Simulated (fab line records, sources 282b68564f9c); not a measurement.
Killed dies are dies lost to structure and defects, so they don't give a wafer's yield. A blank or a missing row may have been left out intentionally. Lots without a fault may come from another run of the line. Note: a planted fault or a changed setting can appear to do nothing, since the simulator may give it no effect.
What tool caused it? | flow rit-cmos | Sampling: 14 lots, 42 wafers, 2 of 202 route steps

## WHAT EACH GAUGE READ, for each wafer
RIT_GATE_THK_MEAS_09.
lot  | measured    | on            | GATE_POLY_THK (nm)
L234 | day 2 14:12 | film-metro-04 | 253.4 254.2 252.4
L235 | day 2 21:19 | film-metro-03 | 247.1 247.9 250.4
L236 | day 3 03:11 | film-metro-02 | 255.1 254.7 253.8
L237 | day 3 06:37 | film-metro-02 | 255.1 253.3 252.9
L238 | day 3 10:49 | film-metro-03 | 252.0 251.0 250.5
L240 | day 3 22:17 | film-metro-03 | 250.6 250.1 249.6
L241 | day 4 10:27 | film-metro-02 | 246.4 245.8 245.6
L242 | day 4 11:11 | film-metro-03 | 249.9 250.4 252.0
L243 | day 4 13:26 | film-metro-04 | 251.7 250.8 251.9
L244 | day 4 19:39 | film-metro-04 | 253.8 250.1 250.7
L246 | day 5 04:13 | film-metro-03 | 253.6 252.5 253.8
L248 | day 5 13:43 | film-metro-04 | 309.1 307.9 310.3
L249 | day 5 20:44 | film-metro-02 | 309.1 309.6 310.6
L254 | day 6 20:45 | film-metro-03 | 254.8 251.8 252.6

## WHAT TOOL EACH LOT RAN ON (gives the tool, then ch and the chambers of the sampled wafers, and finally the start)
lot  | RIT_GATE_CVD_08
L234 | lpcvd-02 ch 1, day 2 12:35
L235 | lpcvd-02 ch 1, day 2 19:42
L236 | lpcvd-02 ch 0, day 3 01:33
L237 | lpcvd-02 ch 1, day 3 04:59
L238 | lpcvd-02 ch 0, day 3 09:13
L240 | lpcvd-02 ch 1, day 3 20:41
L241 | lpcvd-01 ch 0, day 4 08:50
L242 | lpcvd-02 ch 0, day 4 09:34
L243 | lpcvd-02 ch 0, day 4 11:49
L244 | lpcvd-02 ch 0, day 4 18:01
L246 | lpcvd-02 ch 0, day 5 02:36
L248 | lpcvd-02 ch 0, day 5 12:05
L249 | lpcvd-02 ch 0, day 5 19:08
L254 | lpcvd-01 ch 0, day 6 19:08
- RIT_GATE_CVD_08: deposits poly-Si from SiH4, target thk 250 nm, time 2220 s.

## WHAT THE TOOLS THEMSELVES READ (means of the sampled wafers that have a number; where no wafer has one, the mark that the record gives instead)
RIT_GATE_CVD_08.
lot  | tool     | pressure-mtorr (mTorr)
L234 | lpcvd-02 | 299.7
L235 | lpcvd-02 | 299.9
L236 | lpcvd-02 | 300.2
L237 | lpcvd-02 | 299.1
L238 | lpcvd-02 | 299.5
L240 | lpcvd-02 | 299.0
L241 | lpcvd-01 | 299.7
L242 | lpcvd-02 | 299.3
L243 | lpcvd-02 | 299.6
L244 | lpcvd-02 | 299.8
L246 | lpcvd-02 | 299.0
L248 | lpcvd-02 | 449.2
L249 | lpcvd-02 | 449.9
L254 | lpcvd-01 | 300.5

## THE ANSWER, worked out from the rows above alone
Rule: what is usual is taken from the lots themselves. Put in order of their means at a reading, lots are off if they are a third of the lots or fewer, leave a main group of 4 or more, and stand apart from it by a gap of 3 or more times the standard deviation of the main group's means; of several such gaps the widest counts. The tables above print the reading to a certain number of digits; a main group whose means all agree to those digits is not used. Also off: a lot with no number at a reading for which 4 or more lots have one. Any other lot the step has rows for is counted as sound. The gauges are gone through in route order, then the tools' own readings, and for those a lot's mean is taken as printed above. The first step at which some lot is off is used, and at that step the reading that is off furthest; a lot without a number counts as furthest.
Off: L248, L249, seen at RIT_GATE_THK_MEAS_09 (GATE_POLY_THK). For the main group the mean is 251.5 nm and the standard deviation 2.3.
If a tool, at a process step before that reading, ran all the lots that are off and no sound lot after the first of them, it fits. The gauges at RIT_GATE_THK_MEAS_09 aren't tried: what is off there is off at RIT_GATE_CVD_08 too, on other tools, and a gauge's error can't cause that. One fits: RIT_GATE_CVD_08 on lpcvd-02. Its last sound lot is L246 (day 5 02:36), its first lot that is off L248 (day 5 12:05): a fault that began between those two fits.
The tool's own readings at RIT_GATE_CVD_08 bear it out: on the lots that are off they differ by more than 5 times the standard deviation of the sound lots' means. pressure-mtorr reads 449.5 mTorr there against 299.6 mTorr on the sound lots.

## WHAT WAS PUT IN BY THE SIMULATOR
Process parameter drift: lpcvd-02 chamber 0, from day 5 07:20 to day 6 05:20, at RIT_GATE_CVD_08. From 300, the setting pressure-mtorr moved by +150. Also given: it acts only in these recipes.
Struck lots among those shown: L248, L249. The rule above found the same.
